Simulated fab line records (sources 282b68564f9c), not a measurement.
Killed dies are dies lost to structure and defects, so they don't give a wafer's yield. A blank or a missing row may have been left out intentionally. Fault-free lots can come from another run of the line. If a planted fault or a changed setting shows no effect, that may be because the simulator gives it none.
fab line records + flow rit_cmos
record:
- lots: 14
- wafers: 42
- last_day: 7
route steps=202 shown GATE@75
lots that met no fault: taken from a fault-free run of the same line
start_h: hours from the record's first day to the start of the lot's first wafer shown + wait_h: hours elapsed since this lot's preceding step + " unchanged from the row above + L1.1+2: one row covering several wafers at once + - no value, or no start was given + * or withheld: withheld + < > ~ a bound
route shown NAME@n: a module of which the file shows steps, and the number in the route of the first + usual: the fault-free wafers' mean and standard deviation + same: alike in all rows + chamber/n: place in a boat + sites: per-site readings + _std_site: their standard deviation + _edge_site: outer sites' mean less inner sites' + radius_mm: how far each site lies from the wafer's centre + mask NAME#n: copy n + behind: tool/chamber where the wafer was last shaped + hold: the reason the lot was held/the length of the hold in hours/how it ended + device: transistor that didn't switch, given as n, p or np + end of line: the tests these same wafers got at the end of their route + a step with no rows: only its recipe + killed: at the first sort, the dies lost to defects and structure; wafer yield is something else + map: per-die view of a wafer (x killed, . not killed, _ where there is no die)
set.NAME: the setting that was run; set.NAME@STEP: the one run at that earlier step + model.NAME: the simulator's own value behind a step, which no gauge read
route steps across a sampled set of lots; one table per step, one row per wafer
services: the hour from which a tool's chamber was out of use, counted from the record's first day as start_h (under 0 if before that day), plus the number of hours and why
== steps ==
step: RIT_GATE_WET_ETCH_00
recipe:
- chemistry: BOE
- target: SiO2
- target_depth_nm: 56
- time_s: 60
- dry: n2_spin
- dilution: 10:1
- temp_c: 21.5
usual:
- bath_heat_duty_pct: 1.7/0.45
- run_length_s: 88/3.2
| lot.wafer | tool         | chamber | start_h | wait_h | bath_heat_duty_pct | run_length_s |
|-----------|--------------|---------|---------|--------|--------------------|--------------|
| L814.4    | wet_bench-04 | 2       | 32.97   | 0.0    | 1.8                | 92           |
| L814.5    | "            | 2       | "       | "      | 1.6                | 92           |
| L814.6    | "            | 2       | "       | "      | 2.3                | 92           |
| L815.3    | wet_bench-01 | 2       | 39.27   | 0.0    | 1.3                | 86           |
| L815.5    | "            | 2       | "       | "      | 2.1                | 86           |
| L815.6    | "            | 2       | "       | "      | 2.4                | 86           |
| L816.2    | wet_bench-03 | 3       | 42.93   | 0.0    | 1.8                | 88           |
| L816.4    | "            | 3       | "       | "      | 1.5                | 88           |
| L816.5    | "            | 3       | "       | "      | 1.8                | 88           |
| L817.1    | wet_bench-01 | 1       | 47.04   | 0.1    | 1.9                | 85           |
| L817.2    | "            | 1       | "       | "      | 1.6                | 85           |
| L817.6    | "            | 1       | "       | "      | 1.0                | 85           |
| L818.2    | wet_bench-01 | 1       | 51.26   | 0.0    | 2.0                | 86           |
| L818.3    | "            | 1       | "       | "      | 2.0                | 86           |
| L818.6    | "            | 1       | "       | "      | 2.6                | 86           |
| L819.3    | wet_bench-01 | 3       | 56.60   | 0.0    | 1.2                | 86           |
| L819.4    | "            | 3       | "       | "      | 1.3                | 86           |
| L819.5    | "            | 3       | "       | "      | 1.8                | 86           |
| L820.2    | wet_bench-01 | 1       | 61.96   | 0.0    | 1.8                | 85           |
| L820.3    | "            | 1       | "       | "      | 0.8                | 85           |
| L820.5    | "            | 1       | "       | "      | 1.6                | 85           |
| L822.1    | wet_bench-03 | 0       | 72.48   | 0.1    | 1.6                | 87           |
| L822.2    | "            | 0       | "       | "      | 1.5                | 87           |
| L822.4    | "            | 0       | "       | "      | 2.1                | 87           |
| L823.2    | wet_bench-01 | 1       | 77.22   | 0.0    | 1.6                | 92           |
| L823.3    | "            | 1       | "       | "      | 1.6                | 92           |
| L823.5    | "            | 1       | "       | "      | 0.7                | 92           |
| L828.3    | wet_bench-03 | 0       | 101.68  | 0.0    | 1.1                | 68           |
| L828.5    | "            | 0       | "       | "      | 1.3                | 68           |
| L828.6    | "            | 0       | "       | "      | 1.4                | 68           |
| L829.1    | wet_bench-03 | 0       | 107.87  | 0.1    | 0.8                | 75           |
| L829.3    | "            | 0       | "       | "      | 1.9                | 75           |
| L829.4    | "            | 0       | "       | "      | 1.4                | 75           |
| L834.2    | wet_bench-01 | 0       | 134.13  | 0.0    | 1.7                | 87           |
| L834.4    | "            | 0       | "       | "      | 2.0                | 87           |
| L834.5    | "            | 0       | "       | "      | 2.1                | 87           |
| L835.1    | wet_bench-04 | 2       | 139.72  | 0.1    | 2.1                | 92           |
| L835.4    | "            | 2       | "       | "      | 1.1                | 92           |
| L835.6    | "            | 2       | "       | "      | 2.1                | 92           |
| L836.1    | wet_bench-01 | 2       | 141.45  | 0.1    | 1.1                | 93           |
| L836.2    | "            | 2       | "       | "      | 1.7                | 93           |
| L836.4    | "            | 2       | "       | "      | 2.2                | 93           |
== services ==
| tool         | chamber | start_h | hours | kind   |
|--------------|---------|---------|-------|--------|
| wet_bench-01 | -       | 33.19   | 4.4   | pm     |
| wet_bench-01 | -       | 81.45   | 1.6   | repair |
== key ==
first_sign:
- step: RIT_GATE_WET_ETCH_00
- reading: run_length_s
- direction: down
- sigmas: 5.2
- usual: *
- struck: *
effect none on later readings
met_at RIT_GATE_WET_ETCH_00
struck_lots L828,L829
struck_wafers L828.3,L828.5,L828.6,L829.1,L829.3,L829.4
later_rows_left_out L828.3,L828.5,L828.6,L829.1,L829.3,L829.4
sort_left_out L828.3,L828.5,L828.6,L829.1,L829.3,L829.4
tester_left_out L828,L829
onset_between 72.48 101.68
fault:
- kind: process_parameter_drift
- tool: wet_bench-03
- chamber: 0
- onset_h: 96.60
- steps: RIT_GATE_WET_ETCH_00
- channel: time_s
- offset: *
- shape: step
- end_h: 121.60
- acts_in: *
- stated: *
tester_left_out: of these lots the tester's yield and bins aren't shown, on N5 and GAA mostly nor the transistor test; their killed dies are dies lost to structure and defects alone, not to doping, threshold or leakage, so they don't give the yield
sort_left_out: the simulated sort isn't trusted on such a fault, so these wafers' sort isn't shown, and their yield isn't known
later_rows_left_out: the simulator's readings of these wafers behind a module that went badly wrong aren't trusted and aren't shown, but for the sort
